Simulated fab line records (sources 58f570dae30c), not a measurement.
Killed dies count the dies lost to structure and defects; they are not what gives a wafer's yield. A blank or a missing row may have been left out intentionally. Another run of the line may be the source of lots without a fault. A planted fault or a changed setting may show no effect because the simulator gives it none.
Which tool is to blame? || flow berkeley cmos170 || at 1 step of a route of 331, 14 lots with 42 wafers sampled

WHAT THE GAUGES READ, wafer by wafer
UCB170_PSD_TW_MEAS_10. Usual: PSD_TW typically reads 2329, with standard deviation 27.
{"lot": "L582", "measured": "day 8 00:30", "on": "film metro-01", "PSD_TW": "2305 2296 2305", "flag": ""}
{"lot": "L581", "measured": "day 8 09:06", "on": "film metro-02", "PSD_TW": "2376 2371 2368", "flag": ""}
{"lot": "L585", "measured": "day 9 00:33", "on": "film metro-02", "PSD_TW": "2364 2349 2360", "flag": ""}
{"lot": "L589", "measured": "day 9 23:05", "on": "film metro-02", "PSD_TW": "2360 2359 2339", "flag": ""}
{"lot": "L588", "measured": "day 9 23:13", "on": "film metro-01", "PSD_TW": "2298 2312 2297", "flag": ""}
{"lot": "L586", "measured": "day 9 23:21", "on": "film metro-02", "PSD_TW": "2350 2345 2341", "flag": ""}
{"lot": "L587", "measured": "day 9 23:28", "on": "film metro-01", "PSD_TW": "2315 2311 2308", "flag": ""}
{"lot": "L590", "measured": "day 10 15:35", "on": "film metro-01", "PSD_TW": "2302 2291 2301", "flag": ""}
{"lot": "L592", "measured": "day 10 15:45", "on": "film metro-02", "PSD_TW": "2357 2348 2355", "flag": ""}
{"lot": "L591", "measured": "day 10 15:49", "on": "film metro-03", "PSD_TW": "2350 2330 2337", "flag": ""}
{"lot": "L601", "measured": "day 11 05:58", "on": "film metro-03", "PSD_TW": "2330 2350 2345", "flag": ""}
{"lot": "L604", "measured": "day 12 09:22", "on": "film metro-03", "PSD_TW": "2334 2344 2332", "flag": ""}
{"lot": "L603", "measured": "day 12 09:38", "on": "film metro-02", "PSD_TW": "2363 2358 2359", "flag": ""}
{"lot": "L602", "measured": "day 12 09:41", "on": "film metro-01", "PSD_TW": "2309 2293 2294", "flag": ""}

WHICH TOOL RAN EACH LOT (tool, then ch and the chambers of the sampled wafers, then the start)
No process step before these readings appears in the record.

WHAT THE TOOLS THEMSELVES READ (means of the sampled wafers that have a number; where no wafer has one, the mark that the record gives instead)
The record holds no such reading with a usual standard deviation.

THE ANSWER, worked out from the rows above alone
Rule: lot off if the mean of its wafers having a number is beyond 3 standard deviations from the usual mean. Also off: a lot with no number at a reading for which 4 or more lots have one. All remaining lots with rows at the step are treated as sound. After the gauges, taken in route order, come the tools' own readings; for these a lot's mean is taken, as printed above. The first step at which some lot is off is used, and at that step the reading that is off furthest; a lot without a number counts as furthest.
No lot is off on any of the readings shown, so nothing can be concluded from this.

WHAT WAS PUT IN BY THE SIMULATOR
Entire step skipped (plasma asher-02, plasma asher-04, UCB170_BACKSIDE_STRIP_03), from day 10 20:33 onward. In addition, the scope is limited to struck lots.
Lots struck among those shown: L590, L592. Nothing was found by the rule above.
